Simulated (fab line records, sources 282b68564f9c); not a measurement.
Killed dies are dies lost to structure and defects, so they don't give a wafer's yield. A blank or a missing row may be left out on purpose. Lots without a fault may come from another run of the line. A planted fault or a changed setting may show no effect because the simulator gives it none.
fab line records | flow rit_cmos
record lots=15 wafers=45 last_day=7
route steps=202 shown NRETRO@61 SILICIDE@162 M1@202
lots that met no fault: from a run of the same line without faults
start_h: hours from the record's first day to the start of the lot's first wafer shown | wait_h: hours since the lot's step before | " the same as in the row above | L1.1+2: a row that stands for several wafers | - no value, or no start given | * or withheld: withheld | < > ~ a bound
route shown NAME@n: a module of which the file shows steps, and the number in the route of the first | usual: mean/standard deviation of fault-free wafers | same: alike in all rows | chamber/n: place in a boat | sites: the reading at each site | _std_site: their standard deviation | _edge_site: outer sites' mean less inner sites' | radius_mm: how far each site lies from the wafer's centre | mask NAME#n: copy n | behind: the tool/chamber that last shaped the wafer | hold: why the lot was held/for how many hours/how that ended | device: the transistor (n, p or np) that didn't switch | end of line: the same wafers' tests at the end of the route | a step without rows: its recipe alone | killed: dies lost to structure and defects at the first sort, not the wafer's yield | map: a wafer's dies, x killed, . not, _ none there
set.NAME: the setting as run; set.NAME@STEP: as run at that earlier step | model.NAME: the simulator's own value behind a step, which no gauge read
steps of the route over a sample of lots; a table a step, a row a wafer
services: from which hour (start_h, from the record's first day; less than 0 if before it) a tool's chamber was out of use, for how many hours, and why
## steps
# step RIT_NRETRO_IMPLANT_08
# recipe species=P energy_kev=70 dose_cm2=1.007e+13 tilt_deg=7
# usual beam_energy_keV=70.001/0.022
# columns lot.wafer tool chamber start_h wait_h beam_energy_keV
L631.2 implanter-03 0 30.84 0.2 70.028
L631.4 " 0 " " 70.043
L631.5 " 0 " " 70.036
L632.2 implanter-03 0 36.98 0.2 69.998
L632.5 " 0 " " 69.973
L632.6 " 0 " " 70.008
L635.3 implanter-01 0 51.78 0.2 69.992
L635.4 " 0 " " 70.006
L635.5 " 0 " " 69.976
L636.2 implanter-02 0 55.48 0.2 70.000
L636.5 " 0 " " 70.005
L636.6 " 0 " " 70.011
L637.2 implanter-03 0 62.82 0.2 69.990
L637.5 " 0 " " 69.993
L637.6 " 0 " " 70.026
L640.2 implanter-02 0 76.12 0.2 69.986
L640.5 " 0 " " 69.990
L640.6 " 0 " " 69.988
L643.3 implanter-03 0 92.37 0.2 69.995
L643.4 " 0 " " 70.013
L643.6 " 0 " " 69.986
L644.2 implanter-02 0 99.97 0.2 79.109
L644.4 " 0 " " 79.046
L644.5 " 0 " " 79.097
L646.3 implanter-02 0 107.91 0.2 79.090
L646.4 " 0 " " 79.088
L646.6 " 0 " " 79.087
L647.1 implanter-02 0 113.08 0.2 79.046
L647.4 " 0 " " 79.094
L647.5 " 0 " " 79.074
L649.1 implanter-01 0 120.20 0.2 69.992
L649.2 " 0 " " 69.990
L649.6 " 0 " " 69.964
L650.1 implanter-03 0 128.14 0.2 70.012
L650.2 " 0 " " 69.997
L650.5 " 0 " " 69.994
L651.1 implanter-01 0 134.59 0.2 70.003
L651.2 " 0 " " 70.006
L651.4 " 0 " " 70.036
L652.3 implanter-03 0 136.65 0.2 70.015
L652.4 " 0 " " 69.986
L652.5 " 0 " " 70.014
L654.3 implanter-01 0 148.18 0.2 69.981
L654.5 " 0 " " 70.001
L654.6 " 0 " " 69.970
# step RIT_NRETRO_STRIP_09
# recipe chemistry=O2 time_s=180 resist=NOVOLAK platen_temp_c=withheld power_w=500 pressure_mtorr=4000 o2_flow_sccm=4000
# usual drypump_motor_current_A=5.6/0.66 o2_flow_sccm=4001/12
# columns lot.wafer tool chamber start_h wait_h drypump_motor_current_A o2_flow_sccm rf_hours_counter_h
L631.2 plasma_asher-02 1 30.96 0.1 5.1 4001 40
L631.4 " 1 " " 5.1 4008 -
L631.5 " 1 " " 5.1 4007 -
L632.2 plasma_asher-01 0 37.10 0.1 4.9 4002 25
L632.5 " 0 " " 4.9 3971 -
L632.6 " 1 " " 6.4 3995 -
L635.3 plasma_asher-02 0 51.94 0.1 5.4 4002 -
L635.4 " 1 " " 5.1 4008 -
L635.5 " 0 " " 5.4 4002 -
L636.2 plasma_asher-02 0 55.60 0.1 5.4 4026 43
L636.5 " 1 " " 5.1 3995 -
L636.6 " 0 " " 5.4 4004 -
L637.2 plasma_asher-04 1 62.94 0.1 6.7 3997 40
L637.5 " 1 " " 6.7 3996 -
L637.6 " 0 " " 5.4 3991 -
L640.2 plasma_asher-01 1 76.24 0.1 6.4 4012 29
L640.5 " 1 " " 6.4 3994 -
L640.6 " 0 " " 4.9 4019 -
L643.3 plasma_asher-04 1 92.53 0.1 6.6 4001 -
L643.4 " 0 " " 5.4 4001 -
L643.6 " 1 " " 6.6 4006 -
L644.2 plasma_asher-02 0 100.22 0.2 5.3 4026 46
L644.4 " 0 " " 5.4 3997 -
L644.5 " 0 " " 5.3 4010 -
L646.3 plasma_asher-01 0 108.07 0.1 4.9 3993 -
L646.4 " 1 " " 6.4 3988 -
L646.6 " 1 " " 6.4 3995 -
L647.1 plasma_asher-01 0 113.23 0.1 4.9 4000 34
L647.4 " 1 " " 6.4 4000 -
L647.5 " 0 " " 4.9 4016 -
L649.1 plasma_asher-02 1 120.35 0.1 5.1 3995 48
L649.2 " 0 " " 5.4 3988 48
L649.6 " 1 " " 5.1 3990 -
L650.1 plasma_asher-01 1 128.29 0.1 6.4 4017 36
L650.2 " 0 " " 4.9 4007 36
L650.5 " 0 " " 4.9 4006 -
L651.1 plasma_asher-02 1 134.74 0.1 5.1 4015 50
L651.2 " 0 " " 5.4 3995 50
L651.4 " 1 " " 5.2 3998 -
L652.3 plasma_asher-04 0 136.81 0.1 5.4 3992 -
L652.4 " 1 " " 6.6 3996 -
L652.5 " 0 " " 5.4 3992 -
L654.3 plasma_asher-04 0 148.34 0.1 5.4 4000 -
L654.5 " 0 " " 5.4 3985 -
L654.6 " 1 " " 6.7 3987 -
# step RIT_NRETRO_TW_MEAS_10
# usual NRETRO_TW=1048/14
# columns lot.wafer tool chamber start_h wait_h NRETRO_TW
L631.2 film_metro-02 - 31.15 0.1 1054
L631.4 " - " " 1051
L631.5 " - " " 1054
L632.2 film_metro-01 - 37.29 0.1 1051
L632.5 " - " " 1052
L632.6 " - " " 1055
L635.3 film_metro-02 - 52.08 0.1 1052
L635.4 " - " " 1046
L635.5 " - " " 1049
L636.2 film_metro-04 - 55.79 0.1 1027
L636.5 " - " " 1031
L636.6 " - " " 1032
L637.2 film_metro-04 - 63.13 0.1 1027
L637.5 " - " " 1030
L637.6 " - " " 1025
L640.2 film_metro-04 - 76.43 0.1 1034
L640.5 " - " " 1032
L640.6 " - " " 1029
L643.3 film_metro-02 - 92.66 0.1 1042
L643.4 " - " " 1044
L643.6 " - " " 1046
L644.2 film_metro-01 - 100.40 0.1 1093
L644.4 " - " " 1094
L644.5 " - " " 1092
L646.3 film_metro-01 - 108.21 0.1 1093
L646.4 " - " " 1099
L646.6 " - " " 1097
L647.1 film_metro-01 - 113.41 0.1 1095
L647.4 " - " " 1094
L647.5 " - " " 1092
L649.1 film_metro-01 - 120.53 0.1 1055
L649.2 " - " " 1050
L649.6 " - " " 1053
L650.1 film_metro-04 - 128.46 0.1 1026
L650.2 " - " " 1024
L650.5 " - " " 1019
L651.1 film_metro-01 - 134.92 0.1 1054
L651.2 " - " " 1056
L651.4 " - " " 1061
L652.3 film_metro-02 - 136.95 0.1 1060
L652.4 " - " " 1061
L652.5 " - " " 1060
L654.3 film_metro-04 - 148.48 0.1 1030
L654.5 " - " " 1021
L654.6 " - " " 1028
# step RIT_SILICIDE_SPUTTER_01
# recipe material=Ti target_thk_nm=30 power_w=350 chamber_pressure_pa=0.667 gas=Ar time_s=248.2 substrate_temp_c=25
# usual substrate_temp_c=25.00/0.11 throttle_valve_pct=29.7/0.72
# columns lot.wafer tool chamber start_h wait_h substrate_temp_c throttle_valve_pct
L631.2 pvd_sputter-03 - 50.62 0.0 24.81 29.7
L631.4 " - " " 25.06 30.7
L631.5 " - " " 24.99 29.5
L632.2 pvd_sputter-04 - 58.99 0.0 25.07 30.2
L632.5 " - " " 24.96 29.9
L632.6 " - " " 25.00 28.9
L635.3 pvd_sputter-04 - 75.91 0.0 24.99 30.1
L635.4 " - " " 24.91 29.5
L635.5 " - " " 25.16 29.0
L636.2 pvd_sputter-02 - 79.27 0.0 25.18 30.7
L636.5 " - " " 25.13 29.6
L636.6 " - " " 24.88 29.7
L637.2 pvd_sputter-04 - 88.61 0.0 25.00 29.2
L637.5 " - " " 25.00 28.8
L637.6 " - " " 25.07 29.0
L640.2 pvd_sputter-03 - 97.53 0.0 25.09 28.2
L640.5 " - " " 25.03 30.8
L640.6 " - " " 24.98 29.6
L643.3 pvd_sputter-04 - 115.99 0.0 25.09 28.7
L643.4 " - " " 24.92 29.2
L643.6 " - " " 24.92 30.1
L644.2 pvd_sputter-02 - 119.94 0.0 24.95 29.7
L644.4 " - " " 24.90 30.4
L644.5 " - " " 24.77 30.0
L646.3 pvd_sputter-02 - 131.33 0.0 24.95 30.3
L646.4 " - " " 25.06 30.1
L646.6 " - " " 25.19 29.8
L647.1 pvd_sputter-04 - 137.66 0.0 25.04 29.1
L647.4 " - " " 25.00 29.1
L647.5 " - " " 24.95 29.0
L649.1 pvd_sputter-04 - 141.45 0.0 25.06 29.5
L649.2 " - " " 25.11 29.0
L649.6 " - " " 25.06 29.0
L650.1 pvd_sputter-02 - 151.19 0.0 24.76 30.3
L650.2 " - " " 25.00 29.3
L650.5 " - " " 25.01 30.6
L651.1 pvd_sputter-04 - 154.50 0.0 24.95 29.1
L651.2 " - " " 24.93 29.3
L651.4 " - " " 25.06 30.2
L652.3 pvd_sputter-03 - 156.87 0.0 25.06 30.5
L652.4 " - " " 24.86 29.8
L652.5 " - " " 24.91 30.6
L654.3 pvd_sputter-02 - 169.26 0.0 25.13 30.4
L654.5 " - " " 24.95 30.2
L654.6 " - " " 25.06 29.6
# step RIT_SILICIDE_RS_MEAS_02
# recipe thk_meas_gauge=four-point-probe reads=Ti_of_SILICIDE_SPUTTER_01
# usual SILICIDE_TI_RS=46.0/0.55
# columns lot.wafer tool chamber start_h wait_h SILICIDE_TI_RS[ohm/sq]
L631.2 film_metro-01 - 50.79 0.1 46.3
L631.4 " - " " 45.6
L631.5 " - " " 46.4
L632.2 film_metro-03 - 59.16 0.1 46.3
L632.5 " - " " 45.9
L632.6 " - " " 47.5
L635.3 film_metro-01 - 76.10 0.1 45.8
L635.4 " - " " 46.1
L635.5 " - " " 46.5
L636.2 film_metro-03 - 79.44 0.1 45.4
L636.5 " - " " 46.0
L636.6 " - " " 45.7
L637.2 film_metro-03 - 88.78 0.1 46.5
L637.5 " - " " 46.9
L637.6 " - " " 46.7
L640.2 film_metro-01 - 97.70 0.1 46.2
L640.5 " - " " 46.7
L640.6 " - " " 46.6
L643.3 film_metro-03 - 116.18 0.1 46.4
L643.4 " - " " 46.7
L643.6 " - " " 46.3
L644.2 film_metro-04 - 120.11 0.1 46.9
L644.4 " - " " 47.2
L644.5 " - " " 46.5
L646.3 film_metro-03 - 131.52 0.1 44.3
L646.4 " - " " 44.8
L646.6 " - " " 45.0
L647.1 film_metro-04 - 137.81 0.1 46.3
L647.4 " - " " 45.9
L647.5 " - " " 45.5
L649.1 film_metro-01 - 141.60 0.1 45.8
L649.2 " - " " 46.1
L649.6 " - " " 46.5
L650.1 film_metro-04 - 151.34 0.1 46.5
L650.2 " - " " 46.1
L650.5 " - " " 45.6
L651.1 film_metro-03 - 154.65 0.1 46.4
L651.2 " - " " 45.8
L651.4 " - " " 45.0
L652.3 film_metro-04 - 157.06 0.1 45.5
L652.4 " - " " 46.1
L652.5 " - " " 45.8
L654.3 film_metro-03 - 169.45 0.1 44.9
L654.5 " - " " 45.5
L654.6 " - " " 45.6
# step RIT_M1_PROBE_99
# usual killed_at_M0_to_M3=0.0/0.2 killed_at_contacts=0.1/0.25 killed_at_front_end=6/3.1 killed_dies=6/3.1 killed_open=2.9/2 killed_short=3.3/2
# same gross_dies=264 killed_at_M4_up=0 killed_at_back_side=0 killed_at_other=0
# columns lot.wafer tool chamber start_h wait_h killed_at_M0_to_M3 killed_at_contacts killed_at_front_end killed_dies killed_open killed_short
L632.2 prober-01 - 65.92 0.1 0 0 4 4 0 4
L632.5 prober-01 - 66.07 0.2 0 0 6 6 4 2
L632.6 prober-01 - 66.12 0.2 0 0 2 2 2 0
L640.2 prober-01 - 105.51 0.1 0 0 2 2 2 0
L640.5 prober-01 - 105.66 0.2 0 0 0 0 0 0
L640.6 prober-01 - 105.71 0.2 0 0 17 17 10 7
L643.3 prober-02 - 122.83 0.2 0 0 5 5 3 2
L643.4 prober-02 - 122.88 0.2 0 0 9 9 2 7
L643.6 prober-02 - 122.98 0.2 0 0 11 11 7 4
L646.3 prober-01 - 138.30 0.2 0 0 3 3 3 0
L646.4 prober-01 - 138.35 0.2 0 0 11 11 6 5
L646.6 prober-01 - 138.45 0.2 0 1 2 3 1 2
L650.1 prober-01 - 158.35 0.1 0 0 5 5 0 5
L650.2 prober-01 - 158.40 0.1 0 0 7 7 4 3
L650.5 prober-01 - 158.55 0.2 0 0 8 8 3 5
L651.1 prober-02 - 161.77 0.1 0 0 7 7 1 6
L651.2 prober-02 - 161.82 0.1 0 0 4 4 2 2
L651.4 prober-02 - 161.92 0.2 0 0 6 6 3 3
L652.3 prober-01 - 163.94 0.2 0 0 11 11 6 5
L652.4 prober-01 - 163.99 0.2 0 0 8 8 2 6
L652.5 prober-01 - 164.04 0.2 0 0 9 9 5 4
# killed by level:class
L632.2 GATE:geometric_particle:short=2 FOX2:geometric_particle:short=1 SPACER:geometric_particle:short=1
L632.5 GATE:geometric_particle:open=2 GATE:geometric_particle:short=1 REOX:geometric_particle:short=1 SPACER:geometric_particle:open=1 SILICIDE:geometric_particle:open=1
L632.6 REOX:geometric_particle:open=1 SPACER:geometric_particle:open=1
L640.2 GATE:geometric_particle:open=1 SPACER:geometric_particle:open=1
L640.6 REOX:geometric_particle:short=3 REOX:geometric_particle:open=3 SPACER:geometric_particle:open=3 FOX2:geometric_particle:open=2 SPACER:geometric_particle:short=2 FOX1:geometric_particle:open=1 GATE:geometric_particle:open=1 GATE:geometric_particle:short=1
L643.3 SILICIDE:geometric_particle:short=2 FOX2:geometric_particle:open=1 GATE:geometric_particle:open=1 SILICIDE:geometric_particle:open=1
L643.4 GATE:geometric_particle:short=7 GATE:geometric_particle:open=2
L643.6 FOX2:geometric_particle:short=3 REOX:geometric_particle:open=2 SILICIDE:geometric_particle:open=2 FOX1:geometric_particle:open=1 FOX2:geometric_particle:open=1 SPACER:geometric_particle:open=1 SILICIDE:geometric_particle:short=1
L646.3 FOX1:geometric_particle:open=1 GATE:geometric_particle:open=1 SILICIDE:geometric_particle:open=1
L646.4 GATE:geometric_particle:open=4 FOX1:geometric_particle:short=2 GATE:geometric_particle:short=2 FOX2:geometric_particle:open=1 SILICIDE:geometric_particle:short=1 SILICIDE:geometric_particle:open=1
L646.6 REOX:geometric_particle:open=1 REOX:geometric_particle:short=1 CONTACT:geometric_particle:short=1
L650.1 GATE:geometric_particle:short=2 REOX:geometric_particle:short=2 FOX2:geometric_particle:short=1
L650.2 FOX1:geometric_particle:open=1 GATE:geometric_particle:short=1 GATE:geometric_particle:open=1 REOX:geometric_particle:open=1 SPACER:geometric_particle:short=1 SILICIDE:geometric_particle:short=1 SILICIDE:geometric_particle:open=1
L650.5 FOX1:geometric_particle:short=2 FOX2:geometric_particle:short=1 GATE:geometric_particle:open=1 GATE:geometric_particle:short=1 REOX:geometric_particle:short=1 SPACER:geometric_particle:open=1 SILICIDE:geometric_particle:open=1
L651.1 SPACER:geometric_particle:short=3 GATE:geometric_particle:short=2 GATE:geometric_particle:open=1 REOX:geometric_particle:short=1
L651.2 GATE:geometric_particle:open=1 GATE:geometric_particle:short=1 REOX:geometric_particle:open=1 SPACER:geometric_particle:short=1
L651.4 SPACER:geometric_particle:open=3 FOX1:geometric_particle:short=1 SPACER:geometric_particle:short=1 SILICIDE:geometric_particle:short=1
L652.3 FOX2:geometric_particle:short=2 FOX2:geometric_particle:open=2 GATE:geometric_particle:open=2 SILICIDE:geometric_particle:short=2 FOX1:geometric_particle:open=1 GATE:geometric_particle:short=1 REOX:geometric_particle:open=1
L652.4 FOX1:geometric_particle:short=3 GATE:geometric_particle:short=1 REOX:geometric_particle:open=1 REOX:geometric_particle:short=1 SILICIDE:geometric_particle:short=1 SILICIDE:geometric_particle:open=1
L652.5 REOX:geometric_particle:open=3 GATE:geometric_particle:short=2 REOX:geometric_particle:short=2 FOX1:geometric_particle:open=1 GATE:geometric_particle:open=1
## services
# columns tool chamber start_h hours kind
implanter-01 - 8.98 2.2 repair
implanter-03 - 12.73 12.6 pm
plasma_asher-04 - 21.83 2.8 pm
pvd_sputter-04 - 30.50 2.2 repair
implanter-01 - 32.01 1.9 repair
implanter-03 - 34.00 2.7 repair
pvd_sputter-03 - 34.94 1.0 repair
implanter-03 - 68.10 3.8 repair
plasma_asher-02 - 71.80 14.6 pm
pvd_sputter-03 - 75.64 2.5 repair
implanter-02 - 82.09 4.3 repair
implanter-02 - 116.09 2.6 repair
implanter-02 - 118.66 6.6 pm
implanter-02 - 145.86 2.5 repair
## key
first_sign step=RIT_NRETRO_IMPLANT_08 reading=beam_energy_keV direction=up sigmas=99+ usual=70.001 struck=79.081
effect step=RIT_NRETRO_TW_MEAS_10 reading=NRETRO_TW direction=up sigmas=3.3 usual=1048 struck=1094
met_at RIT_NRETRO_IMPLANT_08
struck_lots L644,L646,L647
tester_left_out L644,L646,L647
not_acting_at RIT_NRETRO_STRIP_09,RIT_SILICIDE_SPUTTER_01,RIT_SILICIDE_RS_MEAS_02
onset_between 76.12 99.97
fault kind=process_parameter_drift tool=implanter-02 chamber=- onset_h=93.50 steps=RIT_NRETRO_IMPLANT_08 channel=energy_kev offset=9.1 shape=step end_h=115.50 acts_in=these_recipes_only stated=70
# tester_left_out: of these lots the tester's yield and bins aren't shown, on N5 and GAA mostly nor the transistor test; their killed dies are dies lost to structure and defects alone, not to doping, threshold or leakage, so they don't give the yield
